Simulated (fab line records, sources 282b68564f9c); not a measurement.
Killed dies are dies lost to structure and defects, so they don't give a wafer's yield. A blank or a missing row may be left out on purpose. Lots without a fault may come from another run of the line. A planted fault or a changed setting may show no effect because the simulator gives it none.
Which tool did it? | flow rit_cmos | 14 lots, 42 wafers sampled, at 5 steps of a route of 202

WHAT THE GAUGES READ, wafer by wafer
RIT_CONTACT_THK_MEAS_01. Usual: CONTACT_TEOS_THK 399 nm, standard deviation 4.5.
lot  | measured    | on            | CONTACT_TEOS_THK (nm) | flag
L392 | day 3 09:58 | film_metro-02 | 393 391 401           |
L393 | day 3 12:34 | film_metro-03 | 396 398 404           |
L394 | day 3 17:40 | film_metro-02 | 392 395 397           |
L396 | day 4 03:59 | film_metro-02 | 396 392 398           |
L397 | day 4 08:52 | film_metro-02 | 395 399 398           |
L398 | day 4 12:56 | film_metro-02 | 393 399 402           |
L399 | day 4 18:13 | film_metro-03 | 395 403 402           |
L401 | day 5 04:32 | film_metro-02 | 398 395 392           |
L403 | day 5 15:46 | film_metro-02 | 403 405 406           |
L404 | day 5 20:01 | film_metro-01 | 399 400 399           |
L407 | day 6 10:54 | film_metro-03 | 401 405 399           |
L409 | day 6 21:47 | film_metro-03 | 392 396 404           |
L412 | day 7 11:14 | film_metro-01 | 403 404 406           |
L414 | day 7 20:47 | film_metro-02 | 394 395 398           |

RIT_M1_RS_MEAS_01: measures by four-point-probe. Usual: M1_AL_RS 0.0737 ohm/sq, standard deviation 0.00078.
lot  | measured    | on            | M1_AL_RS (ohm/sq)    | flag
L392 | day 3 12:28 | film_metro-04 | 0.0727 0.0717 0.0727 |
L393 | day 3 15:28 | film_metro-02 | 0.0757 0.0754 0.0755 |
L394 | day 3 20:17 | film_metro-04 | 0.0731 0.0730 0.0729 |
L396 | day 4 06:38 | film_metro-02 | 0.0729 0.0726 0.0731 |
L397 | day 4 11:28 | film_metro-03 | 0.0739 0.0739 0.0742 |
L398 | day 4 15:55 | film_metro-03 | 0.0729 0.0730 0.0728 |
L399 | day 4 20:43 | film_metro-04 | 0.0735 0.0736 0.0735 |
L401 | day 5 07:12 | film_metro-04 | 0.0741 0.0742 0.0744 |
L403 | day 5 18:17 | film_metro-02 | 0.0739 0.0732 0.0739 |
L404 | day 5 22:32 | film_metro-03 | 0.0750 0.0747 0.0750 |
L407 | day 6 13:42 | film_metro-03 | 0.0909 0.0914 0.0912 | OFF
L409 | day 7 00:23 | film_metro-02 | 0.0896 0.0908 0.0904 | OFF
L412 | day 7 13:44 | film_metro-03 | 0.0738 0.0737 0.0735 |
L414 | day 7 23:16 | film_metro-04 | 0.0743 0.0749 0.0749 |

RIT_M1_THK_MEAS_02: measures by xrf. Usual: M1_AL_THK 394 nm, standard deviation 5.
lot  | measured    | on            | M1_AL_THK (nm) | flag
L392 | day 3 12:34 | film_metro-04 | 399 406 401    |
L393 | day 3 15:35 | film_metro-02 | 381 382 382    |
L394 | day 3 20:25 | film_metro-04 | 400 401 399    |
L396 | day 4 06:45 | film_metro-02 | 397 396 395    |
L397 | day 4 11:35 | film_metro-03 | 395 395 391    |
L398 | day 4 16:02 | film_metro-03 | 399 400 402    |
L399 | day 4 20:50 | film_metro-04 | 397 396 397    |
L401 | day 5 07:19 | film_metro-04 | 391 392 392    |
L403 | day 5 18:23 | film_metro-02 | 389 394 389    |
L404 | day 5 22:38 | film_metro-03 | 390 392 388    |
L407 | day 6 13:49 | film_metro-03 | 336 333 334    | OFF
L409 | day 7 00:29 | film_metro-02 | 334 330 333    | OFF
L412 | day 7 13:51 | film_metro-03 | 395 394 396    |
L414 | day 7 23:23 | film_metro-04 | 392 386 388    |

WHICH TOOL RAN EACH LOT (tool, then ch and the chambers of the sampled wafers, then the start)
lot  | RIT_SILICIDE_RTA_06             | RIT_M1_SPUTTER_00
L392 | rtp_anneal-01 ch 0, day 3 09:48 | pvd_sputter-03, day 3 12:09
L393 | rtp_anneal-02 ch 0, day 3 12:27 | pvd_sputter-01, day 3 15:10
L394 | rtp_anneal-01 ch 0, day 3 17:33 | pvd_sputter-04, day 3 20:00
L396 | rtp_anneal-01 ch 0, day 4 03:52 | pvd_sputter-04, day 4 06:20
L397 | rtp_anneal-02 ch 0, day 4 08:45 | pvd_sputter-01, day 4 11:10
L398 | rtp_anneal-01 ch 0, day 4 12:49 | pvd_sputter-04, day 4 15:38
L399 | rtp_anneal-02 ch 0, day 4 18:04 | pvd_sputter-01, day 4 20:25
L401 | rtp_anneal-02 ch 0, day 5 04:26 | pvd_sputter-01, day 5 06:55
L403 | rtp_anneal-02 ch 0, day 5 15:37 | pvd_sputter-01, day 5 17:58
L404 | rtp_anneal-01 ch 0, day 5 19:55 | pvd_sputter-04, day 5 22:11
L407 | rtp_anneal-02 ch 0, day 6 10:47 | pvd_sputter-01, day 6 13:24
L409 | rtp_anneal-02 ch 0, day 6 21:40 | pvd_sputter-01, day 7 00:04
L412 | rtp_anneal-01 ch 0, day 7 11:07 | pvd_sputter-04, day 7 13:26
L414 | rtp_anneal-01 ch 0, day 7 20:40 | pvd_sputter-04, day 7 22:58
- RIT_SILICIDE_RTA_06: time 9.691 s, ramp up 5 s, ramp down 10 s.
- RIT_M1_SPUTTER_00: material Al, target thk 400 nm, time 500 s.

WHAT THE TOOLS THEMSELVES READ (means of the sampled wafers that have a number; where no wafer has one, the mark that the record gives instead)
RIT_SILICIDE_RTA_06. Usual: wafer_temp_C_max 753.1, standard deviation 1.2.
lot  | tool          | wafer_temp_C_max | flag
L392 | rtp_anneal-01 | 751.7            |
L393 | rtp_anneal-02 | 754.6            |
L394 | rtp_anneal-01 | 752.2            |
L396 | rtp_anneal-01 | 751.9            |
L397 | rtp_anneal-02 | 755.1            |
L398 | rtp_anneal-01 | 752.3            |
L399 | rtp_anneal-02 | 753.9            |
L401 | rtp_anneal-02 | 754.4            |
L403 | rtp_anneal-02 | 754.3            |
L404 | rtp_anneal-01 | 752.1            |
L407 | rtp_anneal-02 | 753.8            |
L409 | rtp_anneal-02 | 753.9            |
L412 | rtp_anneal-01 | 752.0            |
L414 | rtp_anneal-01 | 752.4            |

RIT_M1_SPUTTER_00. Usual: throttle_valve_pct 30.1 %, standard deviation 0.8.
lot  | tool           | throttle_valve_pct (%) | flag
L392 | pvd_sputter-03 | 30.2                   |
L393 | pvd_sputter-01 | 30.7                   |
L394 | pvd_sputter-04 | 29.4                   |
L396 | pvd_sputter-04 | 29.3                   |
L397 | pvd_sputter-01 | 30.4                   |
L398 | pvd_sputter-04 | 30.0                   |
L399 | pvd_sputter-01 | 30.5                   |
L401 | pvd_sputter-01 | 30.4                   |
L403 | pvd_sputter-01 | 30.5                   |
L404 | pvd_sputter-04 | 30.4                   |
L407 | pvd_sputter-01 | 30.2                   |
L409 | pvd_sputter-01 | 30.5                   |
L412 | pvd_sputter-04 | 29.9                   |
L414 | pvd_sputter-04 | 28.6                   |

THE ANSWER, worked out from the rows above alone
Rule: a lot is off if the mean of its wafers that have a number lies more than 3 standard deviations from the usual mean. A lot without any number at a reading at which 4 lots or more have one is off too. The other lots that the step has rows for count as sound. The gauges are gone through in route order, then the tools' own readings, and for those a lot's mean is taken as printed above. The first step at which some lot is off is used, and at that step the reading that is off furthest; a lot without a number counts as furthest.
Off: L407, L409, at RIT_M1_RS_MEAS_01 (M1_AL_RS).
A tool fits if, at a process step before that reading, it ran every lot that is off, and no sound lot after the first of them. The gauges at RIT_M1_RS_MEAS_01 are tried like those tools. Can't be told from this: 2 tools fit, rtp_anneal-02 at RIT_SILICIDE_RTA_06, pvd_sputter-01 at RIT_M1_SPUTTER_00.

WHAT THE SIMULATOR HAD PUT IN
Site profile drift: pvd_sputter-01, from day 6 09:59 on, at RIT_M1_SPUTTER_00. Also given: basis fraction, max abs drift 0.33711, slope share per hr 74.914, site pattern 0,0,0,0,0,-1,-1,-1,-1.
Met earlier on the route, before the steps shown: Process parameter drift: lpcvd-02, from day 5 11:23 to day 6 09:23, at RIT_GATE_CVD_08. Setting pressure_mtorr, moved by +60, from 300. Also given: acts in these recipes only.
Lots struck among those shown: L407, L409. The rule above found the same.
